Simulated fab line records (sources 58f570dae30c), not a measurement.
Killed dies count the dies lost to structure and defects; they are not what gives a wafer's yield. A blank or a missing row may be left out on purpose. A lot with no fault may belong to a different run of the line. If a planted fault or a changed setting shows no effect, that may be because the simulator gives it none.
fab line records	flow berkeley_cmos170
[record] lots = 14	wafers = 42	last_day = 11
route steps=331 shown FIELD@90 M1@249 M2@291 M3@316
lots with no fault: from the same line, run without faults
start_h: the number of hours between the record's first day and the start of the first shown wafer of the lot	wait_h: time in hours since the lot's previous step	" unchanged from the row above	L1.1+2: a row that stands for several wafers	- either no value or no given start	* or withheld: withheld	< > ~ a bound
route shown NAME@n: names a module that has steps shown in the file, with the first one's number in the route	usual: the fault-free wafers' mean and standard deviation	same: alike in all rows	chamber/n: place in a boat	sites: the reading at each site	_std_site: the standard deviation of these	_edge_site: outer sites' mean less inner sites'	radius_mm: for every site, how far away it sits from the centre of the wafer	mask NAME#n: copy n	behind: tool/chamber where the wafer was last shaped	hold: cause of the lot's hold/its duration in hours/its outcome	device: whichever transistor did not switch (one of n, p or np)	end of line: the route-end tests of the same wafers	step lacking rows: just its recipe	killed: the dies lost at the first sort to structure and to defects; this is not the yield of the wafer	map: per-die view of a wafer (x killed, . not killed, _ where there is no die)
set.NAME: the setting as run; set.NAME@STEP: as run at that earlier step	model.NAME: the simulator's own value behind a step, which no gauge read
a sample of lots followed through the steps of the route, with each step as a table and each wafer as a row
services: from which hour (start_h, from the record's first day; less than 0 if before it) a tool's chamber was out of use, for how many hours, and why
[[steps]]
[step UCB170_FIELD_OXIDATION_01]
[recipe] temp_c = 1000	ambient = H2O	p_h2o_torr = 584.62	target_thk_a = 5583	ox_time_s = 6964
[usual] spike_tc_centre_C = 1001.2/1.2	spike_tc_load_C = 1027.4/1.8	spike_tc_source_C = 1024.2/1.3	tube_center_temp_C = 1000/0.092	tube_center_temp_C_max = 1002.6/0.43
lot.wafer	tool	chamber	start_h	wait_h	spike_tc_centre_C	spike_tc_load_C	spike_tc_source_C	tube_center_temp_C	tube_center_temp_C_max
L726.1	furnace-02	0	97.49	3.9	1000.9	1021.6	1024.7	1000.1	1002.9
L726.2	"	0	"	"	1001.6	1021.2	1023.9	1000.1	1002.7
L726.4	"	0	"	"	1001.1	1020.3	1024.3	999.99	1002.1
L727.3	furnace-04	0	108.78	5.6	1000.8	1027.2	1023.5	999.96	1002.9
L727.4	"	0	"	"	1001.1	1028.6	1023.7	1000.3	1002.9
L727.6	"	0	"	"	999.9	1027.8	1025.4	1000.2	1002.3
L728.1	furnace-04	0	108.78	6.2	999.1	1029.1	1024.7	1000	1002.4
L728.3	"	0	"	"	1000.1	1029.3	1026.1	999.79	1002.3
L728.4	"	0	"	"	999.9	1026.8	1024.3	1000.1	1002.8
L729.2	furnace-04	0	108.78	5.9	1001.0	1028.3	1024.1	1000.1	1002.5
L729.3	"	0	"	"	1000.1	1028.8	1024.4	1000.1	1002.9
L729.5	"	0	"	"	1000.7	1026.9	1024.9	999.9	1003.2
L730.3	furnace-04	0	116.37	6.4	999.5	1027.3	1025.1	999.99	1002.7
L730.4	"	0	"	"	1002.8	1029.2	1023.9	1000	1003.3
L730.6	"	0	"	"	1000.4	1029.2	1026.8	1000.1	1002.5
L731.1	furnace-04	0	116.37	6.1	1002.1	1029.8	1026.0	1000	1002.4
L731.3	"	0	"	"	1000.6	1028.9	1024.7	999.85	1001.7
L731.6	"	0	"	"	999.5	1028.1	1024.5	1000.2	1002.2
L733.4	furnace-04	0	132.51	3.6	1000.6	1030.0	1027.3	999.9	1002.7
L733.5	"	0	"	"	1002.0	1029.3	1025.4	999.85	1002.5
L733.6	"	0	"	"	1000.8	1028.6	1024.2	1000.1	1001.8
L734.1	furnace-01	0	137.23	4.3	1001.3	1026.3	1024.8	1000	1002.2
L734.2	"	0	"	"	1002.6	1026.6	1022.4	999.93	1002.6
L734.3	"	0	"	"	1000.5	1027.5	1022.0	1000.2	1002.2
L736.1	furnace-04	0	146.26	3.9	999.6	1027.1	1024.2	1000	1002.6
L736.2	"	0	"	"	1001.9	1028.1	1025.1	1000	1002.4
L736.3	"	0	"	"	1000.8	1027.8	1024.3	1000	1003.5
L737.2	furnace-04	0	146.26	4.1	1001.3	1029.2	1024.0	1000.1	1002.8
L737.3	"	0	"	"	1001.6	1027.4	1024.1	999.92	1002.4
L737.6	"	0	"	"	999.6	1027.8	1026.3	1000.1	1002.4
L738.2	furnace-01	0	158.59	2.1	1002.6	1027.9	1022.8	999.79	1002.3
L738.4	"	0	"	"	1002.7	1026.1	1024.3	1000.1	1002.2
L738.5	"	0	"	"	1003.6	1028.4	1023.7	1000.1	1002.5
L741.3	furnace-01	0	166.88	4.5	1002.3	1027.0	1023.8	999.87	1002.7
L741.4	"	0	"	"	1002.6	1027.0	1022.7	1000	1002.0
L741.5	"	0	"	"	1002.5	1027.5	1025.1	1000	1002.0
L742.1	furnace-01	0	177.91	2.0	1011.4	1036.2	1032.3	1008.1	1010.2
L742.2	"	0	"	"	1010.1	1035.0	1030.8	1007.9	1010.7
L742.5	"	0	"	"	1011.1	1035.7	1032.0	1008	1011.2
L744.2	furnace-01	0	177.91	2.0	1011.2	1036.1	1030.6	1008	1011.0
L744.3	"	0	"	"	1010.3	1035.0	1029.7	1008	1010.2
L744.5	"	0	"	"	1010.6	1036.6	1029.2	1007.9	1010.3
[step UCB170_FIELD_THK_MEAS_02]
[recipe] reads = SiO2_of_FIELD_OXIDATION_01
[usual] FIELD_OXIDE_THK = 547/11
lot.wafer	tool	chamber	start_h	wait_h	FIELD_OXIDE_THK[nm]
L726.1	film_metro-02	-	100.49	0.0	528
L726.2	"	-	"	"	538
L726.4	"	-	"	"	526
L728.1	film_metro-02	-	111.78	0.0	551
L728.3	"	-	"	"	549
L728.4	"	-	"	"	542
L729.2	film_metro-03	-	111.79	0.0	559
L729.3	"	-	"	"	553
L729.5	"	-	"	"	556
L727.3	film_metro-02	-	111.86	0.1	551
L727.4	"	-	"	"	545
L727.6	"	-	"	"	546
L731.1	film_metro-04	-	119.37	0.0	546
L731.3	"	-	"	"	546
L731.6	"	-	"	"	537
L730.3	film_metro-03	-	119.39	0.0	546
L730.4	"	-	"	"	560
L730.6	"	-	"	"	551
L733.4	film_metro-03	-	135.54	0.0	538
L733.5	"	-	"	"	534
L733.6	"	-	"	"	541
L734.1	film_metro-04	-	140.23	0.0	539
L734.2	"	-	"	"	542
L734.3	"	-	"	"	543
L737.2	film_metro-04	-	149.27	0.0	538
L737.3	"	-	"	"	535
L737.6	"	-	"	"	530
L736.1	film_metro-03	-	149.32	0.1	542
L736.2	"	-	"	"	539
L736.3	"	-	"	"	539
L738.2	film_metro-04	-	161.60	0.0	562
L738.4	"	-	"	"	552
L738.5	"	-	"	"	562
L741.3	film_metro-04	-	169.90	0.0	553
L741.4	"	-	"	"	560
L741.5	"	-	"	"	557
L742.1	film_metro-03	-	180.91	0.0	585
L742.2	"	-	"	"	586
L742.5	"	-	"	"	593
L744.2	film_metro-04	-	180.92	0.0	588
L744.3	"	-	"	"	588
L744.5	"	-	"	"	588
[step UCB170_FIELD_THK_MEAS_90]
[recipe] reads = SiO2_of_FIELD_OXIDATION_01
[usual] FIELD_OXIDE_LEFT_1_THK = 431/11
lot.wafer	tool	chamber	start_h	wait_h	FIELD_OXIDE_LEFT_1_THK[nm]
L726.1	film_metro-03	-	109.49	0.0	410
L726.2	"	-	"	"	420
L726.4	"	-	"	"	408
L729.2	film_metro-02	-	124.45	0.0	443
L729.3	"	-	"	"	436
L729.5	"	-	"	"	440
L728.1	film_metro-03	-	124.45	0.0	434
L728.3	"	-	"	"	432
L728.4	"	-	"	"	425
L727.3	film_metro-04	-	124.46	0.0	434
L727.4	"	-	"	"	428
L727.6	"	-	"	"	429
L731.1	film_metro-04	-	128.80	0.0	429
L731.3	"	-	"	"	428
L731.6	"	-	"	"	420
L730.3	film_metro-02	-	128.82	0.0	432
L730.4	"	-	"	"	446
L730.6	"	-	"	"	436
L734.1	film_metro-02	-	147.46	0.0	423
L734.2	"	-	"	"	425
L734.3	"	-	"	"	427
L733.4	film_metro-04	-	147.49	0.0	421
L733.5	"	-	"	"	417
L733.6	"	-	"	"	424
L736.1	film_metro-04	-	157.65	0.0	425
L736.2	"	-	"	"	423
L736.3	"	-	"	"	422
L737.2	film_metro-03	-	157.66	0.0	421
L737.3	"	-	"	"	418
L737.6	"	-	"	"	413
L738.2	film_metro-04	-	171.19	0.0	445
L738.4	"	-	"	"	436
L738.5	"	-	"	"	446
L741.3	film_metro-03	-	177.37	0.0	437
L741.4	"	-	"	"	444
L741.5	"	-	"	"	440
L742.1	film_metro-04	-	190.52	0.0	469
L742.2	"	-	"	"	470
L742.5	"	-	"	"	477
L744.2	film_metro-02	-	190.53	0.0	471
L744.3	"	-	"	"	473
L744.5	"	-	"	"	473
[step UCB170_FIELD_THK_MEAS_91]
[recipe] reads = SiO2_of_FIELD_OXIDATION_01
[usual] FIELD_OXIDE_LEFT_2_THK = 342/11
lot.wafer	tool	chamber	start_h	wait_h	FIELD_OXIDE_LEFT_2_THK[nm]
L726.1	film_metro-03	-	133.03	0.0	321
L726.2	"	-	"	"	331
L726.4	"	-	"	"	319
L728.1	film_metro-03	-	146.17	0.0	345
L728.3	"	-	"	"	343
L728.4	"	-	"	"	337
L727.3	film_metro-04	-	146.79	0.0	346
L727.4	"	-	"	"	340
L727.6	"	-	"	"	341
L729.2	film_metro-03	-	147.44	0.0	354
L729.3	"	-	"	"	348
L729.5	"	-	"	"	352
L730.3	film_metro-03	-	152.44	0.0	344
L730.4	"	-	"	"	358
L730.6	"	-	"	"	349
L731.1	film_metro-02	-	152.61	0.0	339
L731.3	"	-	"	"	340
L731.6	"	-	"	"	332
L734.1	film_metro-03	-	168.25	0.0	335
L734.2	"	-	"	"	337
L734.3	"	-	"	"	339
L733.4	film_metro-03	-	168.56	0.0	332
L733.5	"	-	"	"	328
L733.6	"	-	"	"	335
L737.2	film_metro-03	-	177.84	0.0	333
L737.3	"	-	"	"	330
L737.6	"	-	"	"	325
L736.1	film_metro-02	-	181.74	0.0	336
L736.2	"	-	"	"	333
L736.3	"	-	"	"	333
L738.2	film_metro-04	-	188.27	0.0	357
L738.4	"	-	"	"	348
L738.5	"	-	"	"	358
L741.3	film_metro-03	-	197.86	0.0	348
L741.4	"	-	"	"	355
L741.5	"	-	"	"	352
L744.2	film_metro-04	-	213.69	0.0	384
L744.3	"	-	"	"	384
L744.5	"	-	"	"	384
L742.1	film_metro-03	-	213.80	0.0	381
L742.2	"	-	"	"	382
L742.5	"	-	"	"	389
[step UCB170_M1_ETCH_11]
[recipe] chemistry = N2/H2	target_depth_a = withheld	overetch_a = withheld	target = BARC	time_s = withheld	source_w = 500	bias_w = 100	pressure_mtorr = 30	n2_flow_sccm = 100	h2_flow_sccm = 200
[usual] drypump_motor_current_A = 5.5/0.5	oes_product_au = 1.000/0.015	throttle_valve_pct = 13.31/0.19
lot.wafer	tool	chamber	start_h	wait_h	drypump_motor_current_A	oes_product_au	throttle_valve_pct
L726.1	rie_diel-02	0	172.72	0.0	5.4	0.997	13.47
L726.2	"	2	"	"	5.9	1.025	13.18
L726.4	"	3	"	"	4.8	0.985	13.47
L727.3	rie_diel-02	2	183.10	0.0	5.9	1.018	13.21
L727.4	"	1	"	"	5.3	1.005	13.00
L727.6	"	0	"	"	5.4	0.977	13.47
L729.2	rie_diel-01	0	183.65	0.0	5.1	1.007	13.27
L729.3	"	1	"	"	6.5	1.004	13.53
L729.5	"	1	"	"	6.5	1.011	13.54
L728.1	rie_diel-03	3	185.05	0.0	5.3	1.016	13.09
L728.3	"	0	"	"	4.8	1.002	13.32
L728.4	"	2	"	"	5.3	1.008	13.39
L731.1	rie_diel-03	3	193.77	0.0	5.3	0.999	13.09
L731.3	"	1	"	"	5.1	0.981	13.17
L731.6	"	2	"	"	5.3	1.007	13.40
L730.3	rie_diel-01	2	194.50	0.0	6.1	0.998	13.23
L730.4	"	3	"	"	5.8	1.010	13.65
L730.6	"	1	"	"	6.5	0.987	13.53
L734.1	rie_diel-03	0	204.12	0.0	4.7	1.008	13.31
L734.2	"	1	"	"	5.1	0.982	13.17
L734.3	"	3	"	"	5.3	1.000	13.07
L733.4	rie_diel-02	3	204.39	0.0	4.8	0.983	13.47
L733.5	"	3	"	"	4.8	0.978	13.46
L733.6	"	2	"	"	5.9	1.016	13.20
L736.1	rie_diel-02	3	218.10	0.0	4.8	0.989	13.47
L736.2	"	2	"	"	5.9	1.017	13.20
L736.3	"	0	"	"	5.4	0.980	13.49
L737.2	rie_diel-02	2	219.44	0.0	5.9	1.025	13.20
L737.3	"	0	"	"	5.4	0.993	13.48
L737.6	"	0	"	"	5.4	0.993	13.45
L738.2	rie_diel-02	0	224.18	0.0	5.4	0.989	13.47
L738.4	"	3	"	"	4.8	0.978	13.46
L738.5	"	2	"	"	5.9	1.019	13.21
L741.3	rie_diel-01	2	244.73	0.0	6.1	0.992	13.22
L741.4	"	1	"	"	6.5	0.998	13.54
L741.5	"	2	"	"	6.1	0.998	13.23
L744.2	rie_diel-02	2	253.20	0.0	5.9	1.029	13.21
L744.3	"	0	"	"	5.4	0.976	13.47
L744.5	"	0	"	"	5.4	0.989	13.48
L742.1	rie_diel-01	0	254.61	0.0	5.2	1.004	13.26
L742.2	"	2	"	"	6.1	0.993	13.24
L742.5	"	2	"	"	6.1	1.006	13.22
[step UCB170_M2_CD_MEAS_90]
[recipe] target_cd_nm = 700
[usual] cd_nm = 699.2/2.7
lot.wafer	tool	chamber	start_h	wait_h	cd_nm
L726.1	cd_sem-02	-	179.83	0.1	701.7
L726.2	"	-	"	"	699.9
L726.4	"	-	"	"	698.4
L727.3	cd_sem-01	-	192.11	0.1	693.5
L727.4	"	-	"	"	696.2
L727.6	"	-	"	"	694.6
L729.2	cd_sem-01	-	192.81	0.2	699.5
L729.3	"	-	"	"	697.3
L729.5	"	-	"	"	699.3
L728.1	cd_sem-02	-	196.53	0.1	698.4
L728.3	"	-	"	"	699.8
L728.4	"	-	"	"	698.1
L731.1	cd_sem-01	-	201.89	0.1	699.1
L731.3	"	-	"	"	699.0
L731.6	"	-	"	"	697.3
L730.3	cd_sem-01	-	202.27	0.1	700.6
L730.4	"	-	"	"	701.2
L730.6	"	-	"	"	698.4
L734.1	cd_sem-01	-	212.18	0.1	705.0
L734.2	"	-	"	"	702.2
L734.3	"	-	"	"	706.7
L733.4	cd_sem-01	-	213.29	0.1	697.5
L733.5	"	-	"	"	697.5
L733.6	"	-	"	"	698.6
L736.1	cd_sem-02	-	225.05	0.1	698.4
L736.2	"	-	"	"	701.9
L736.3	"	-	"	"	699.6
L737.2	cd_sem-01	-	226.07	0.1	700.2
L737.3	"	-	"	"	698.6
L737.6	"	-	"	"	698.1
L738.2	cd_sem-01	-	231.75	0.1	697.6
L738.4	"	-	"	"	698.2
L738.5	"	-	"	"	697.3
L741.3	cd_sem-01	-	252.17	0.1	697.5
L741.4	"	-	"	"	699.2
L741.5	"	-	"	"	699.4
L744.2	cd_sem-01	-	260.63	0.1	700.7
L744.3	"	-	"	"	700.6
L744.5	"	-	"	"	701.0
L742.1	cd_sem-01	-	261.54	0.1	697.4
L742.2	"	-	"	"	697.0
L742.5	"	-	"	"	699.7
[step UCB170_M3_STRIP_07]
[recipe] chemistry = O2	power_w = 400	pressure_mtorr = 3500	platen_temp_c = withheld	o2_flow_sccm = 400	overash_fraction = 0.5
[usual] drypump_motor_current_A = 6.0/0.65	oes_product_au = 0.734/0.0043	strip_time_to_endpoint_s = 21.96/0.055
lot.wafer	tool	chamber	start_h	wait_h	drypump_motor_current_A	oes_product_au	rf_hours_counter_h	strip_time_to_endpoint_s
L726.1	plasma_asher-04	1	184.12	0.1	6.5	0.732	48	21.98
L726.2	"	0	"	"	6.3	0.729	48	21.92
L726.4	"	0	"	"	6.4	0.730	-	21.91
L727.3	plasma_asher-04	0	196.23	0.1	6.3	0.731	-	21.99
L727.4	"	1	"	"	6.5	0.740	-	22.01
L727.6	"	1	"	"	6.5	0.734	-	22.06
L729.2	plasma_asher-02	1	197.14	0.1	4.6	0.728	45	22.05
L729.3	"	0	"	"	6.0	0.734	-	21.97
L729.5	"	0	"	"	6.0	0.736	-	22.05
L728.1	plasma_asher-01	0	199.99	0.1	6.6	0.728	42	21.88
L728.3	"	1	"	"	5.4	0.733	-	21.92
L728.4	"	0	"	"	6.5	0.728	-	21.89
L731.1	plasma_asher-01	0	205.26	0.1	6.6	0.735	42	22.03
L731.3	"	0	"	"	6.6	0.741	-	21.97
L731.6	"	0	"	"	6.5	0.741	-	22.03
L730.3	plasma_asher-02	1	205.92	0.1	4.6	0.739	-	21.99
L730.4	"	0	"	"	6.1	0.731	-	21.99
L730.6	"	0	"	"	6.1	0.741	-	22.02
L734.1	plasma_asher-01	0	215.94	0.1	6.6	0.739	44	21.93
L734.2	"	1	"	"	5.3	0.737	44	21.94
L734.3	"	0	"	"	6.6	0.741	-	21.89
L733.4	plasma_asher-02	1	216.59	0.1	4.6	0.728	-	21.95
L733.5	"	0	"	"	6.0	0.737	-	22.01
L733.6	"	1	"	"	4.6	0.725	-	21.99
L736.1	plasma_asher-02	0	228.69	0.1	6.0	0.733	48	21.88
L736.2	"	1	"	"	4.6	0.734	48	21.90
L736.3	"	1	"	"	4.6	0.741	-	21.81
L737.2	plasma_asher-04	1	230.12	0.1	6.5	0.734	54	22.00
L737.3	"	0	"	"	6.3	0.732	-	21.99
L737.6	"	0	"	"	6.4	0.730	-	21.98
L738.2	plasma_asher-01	1	236.79	0.1	5.4	0.729	46	21.98
L738.4	"	1	"	"	5.3	0.743	-	21.96
L738.5	"	0	"	"	6.6	0.726	-	21.95
L741.3	plasma_asher-04	1	255.39	0.1	6.5	0.730	-	22.00
L741.4	"	0	"	"	6.3	0.739	-	21.95
L741.5	"	0	"	"	6.3	0.735	-	21.89
L744.2	plasma_asher-01	1	266.15	0.1	5.4	0.736	48	22.04
L744.3	"	0	"	"	6.6	0.730	-	22.06
L744.5	"	0	"	"	6.6	0.739	-	22.11
L742.1	plasma_asher-04	1	266.60	0.1	6.5	0.735	57	21.98
L742.2	"	0	"	"	6.3	0.742	57	21.99
L742.5	"	0	"	"	6.3	0.735	-	22.03
[[services]]
tool	chamber	start_h	hours	kind
furnace-02	-	74.64	2.8	pm
rie_diel-01	0	93.15	-	clean
rie_diel-01	0	93.15	16.8	scheduled_down
rie_diel-01	0	93.15	16.8	vent_cycle
rie_diel-02	1	96.40	2.9	repair
furnace-01	-	111.17	4.0	pm
rie_diel-02	0	114.76	4.3	repair
furnace-02	-	138.12	3.1	pm
rie_diel-02	-	145.58	1.1	repair
rie_diel-01	3	156.56	8.3	repair
rie_diel-03	1	232.09	-	clean
rie_diel-03	1	232.09	20.7	scheduled_down
rie_diel-03	1	232.09	20.7	vent_cycle
furnace-04	-	240.50	3.8	pm
furnace-01	-	241.96	4.3	pm
furnace-02	-	244.74	2.9	pm
rie_diel-01	1	257.98	12.8	repair
rie_diel-03	0	266.57	4.9	repair
[[key]]
[first_sign] step = UCB170_FIELD_OXIDATION_01	reading = tube_center_temp_C	direction = up	sigmas = 80	usual = *	struck = *
[effect] step = UCB170_FIELD_OXIDATION_01	reading = tube_center_temp_C_max	direction = up	sigmas = 19	usual = *	struck = *
[effect] step = UCB170_FIELD_THK_MEAS_02	reading = FIELD_OXIDE_THK	direction = up	sigmas = 3.7	usual = 547	struck = 588
[effect] step = UCB170_FIELD_THK_MEAS_90	reading = FIELD_OXIDE_LEFT_1_THK	direction = up	sigmas = 3.6	usual = 431	struck = 472
[effect] step = UCB170_FIELD_THK_MEAS_91	reading = FIELD_OXIDE_LEFT_2_THK	direction = up	sigmas = 3.6	usual = 342	struck = 384
met_at UCB170_FIELD_OXIDATION_01
struck_lots L742,L744
tester_left_out L742,L744
not_acting_at UCB170_M1_ETCH_11,UCB170_M2_CD_MEAS_90,UCB170_M3_STRIP_07
onset_between 166.88 177.91
[fault] kind = process_parameter_drift	tool = furnace-01	chamber = -	onset_h = 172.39	steps = UCB170_FIELD_OXIDATION_01	channel = temp_c	offset = *	shape = step	end_h = 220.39	acts_in = *	stated = *
// tester_left_out: of these lots the tester's yield and bins aren't shown, on N5 and GAA mostly nor the transistor test; their killed dies are dies lost to structure and defects alone, not to doping, threshold or leakage, so they don't give the yield
